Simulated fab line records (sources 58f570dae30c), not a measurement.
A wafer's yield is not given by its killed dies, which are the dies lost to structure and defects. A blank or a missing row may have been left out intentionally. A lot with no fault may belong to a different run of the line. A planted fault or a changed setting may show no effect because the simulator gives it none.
Which tool was responsible?    flow berkeleyCmos170    Sampling: 13 lots, 39 wafers, 2 of 331 route steps

WHAT THE GAUGES SHOWED, per wafer
UCB170_CONTACT_THK_MEAS_02.
lot   measured      on            CONTACT_PSG_THK (nm)
L973  day 8 11:44   filmMetro-02  684 688 685
L971  day 8 13:11   filmMetro-02  696 697 695
L972  day 8 13:14   filmMetro-02  696 699 697
L974  day 8 13:19   filmMetro-02  703 708 696
L975  day 8 17:27   filmMetro-02  710 710 703
L976  day 9 11:42   filmMetro-02  700 699 701
L981  day 10 02:21  filmMetro-02  755 753 752
L987  day 11 01:46  filmMetro-01  754 757 754
L986  day 11 01:56  filmMetro-04  699 707 701
L985  day 11 03:43  filmMetro-02  695 699 694
L991  day 12 05:47  filmMetro-02  700 707 705
L993  day 12 05:46  filmMetro-04  712 704 705
L994  day 12 10:54  filmMetro-04  704 706 700

EACH LOT AND THE TOOL THAT RAN IT (in order: tool; ch and the chambers of the sampled wafers; start)
lot   UCB170_CONTACT_CVD_01
L973  lpcvd-02 ch 0, day 8 09:04
L971  lpcvd-01 ch 0, day 8 10:30
L972  lpcvd-01 ch 1, day 8 10:30
L974  lpcvd-01 ch 0, day 8 10:30
L975  lpcvd-01 ch 1, day 8 14:46
L976  lpcvd-02 ch 1, day 9 09:54
L981  lpcvd-01 ch 0, day 10 00:32
L987  lpcvd-01 ch 1, day 10 23:58
L986  lpcvd-02 ch 0, day 11 00:09
L985  lpcvd-02 ch 1, day 11 01:56
L991  lpcvd-02 ch 0, day 12 03:05
L993  lpcvd-02 ch 1, day 12 03:05
L994  lpcvd-02 ch 1, day 12 09:07
- UCB170_CONTACT_CVD_01: deposits PSG from SiH4/O2/PH3, target thk 700 nm, time 2820 s.

AS READ BY THE TOOLS THEMSELVES (means over the sampled wafers that have a number; for cases with no such wafer, the mark the record gives instead)
The record holds no such reading with a usual standard deviation.

THE ANSWER, worked out from the rows above alone
Rule: what is usual is taken from the lots themselves. Put in order of their means at a reading, lots are off if they are a third of the lots or fewer, leave a main group of 4 or more, and stand apart from it by a gap of 3 or more times the standard deviation of the main group's means; of several such gaps the widest counts. The tables above print the reading to a certain number of digits; a main group whose means all agree to those digits is not used. A lot without any number at a reading at which 4 lots or more have one is off too. The other lots that the step has rows for count as sound. Order of review: gauges by route order, followed by the tools' own readings, for which a lot's mean as printed above is used. The first step at which some lot is off is used, and at that step the reading that is off furthest; a lot without a number counts as furthest.
Off: at UCB170_CONTACT_THK_MEAS_02 (CONTACT_PSG_THK), L981, L987. The main group: mean 700 nm, standard deviation 6.
A tool fits if, at a process step before that reading, it ran every lot that is off, and no sound lot after the first of them. Gauges at UCB170_CONTACT_THK_MEAS_02: tried the same way as those tools. One fits: lpcvd-01 at UCB170_CONTACT_CVD_01. A fault onset in the window from L975 (day 8 14:46, its last sound lot) to L981 (day 10 00:32, its first lot off) fits.

WHAT HAD BEEN PUT IN BY THE SIMULATOR
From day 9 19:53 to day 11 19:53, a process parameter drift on lpcvd-01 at UCB170_CONTACT_CVD_01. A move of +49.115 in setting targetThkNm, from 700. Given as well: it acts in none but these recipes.
Struck lots among those shown: L981, L987. This agrees with what the rule above found.
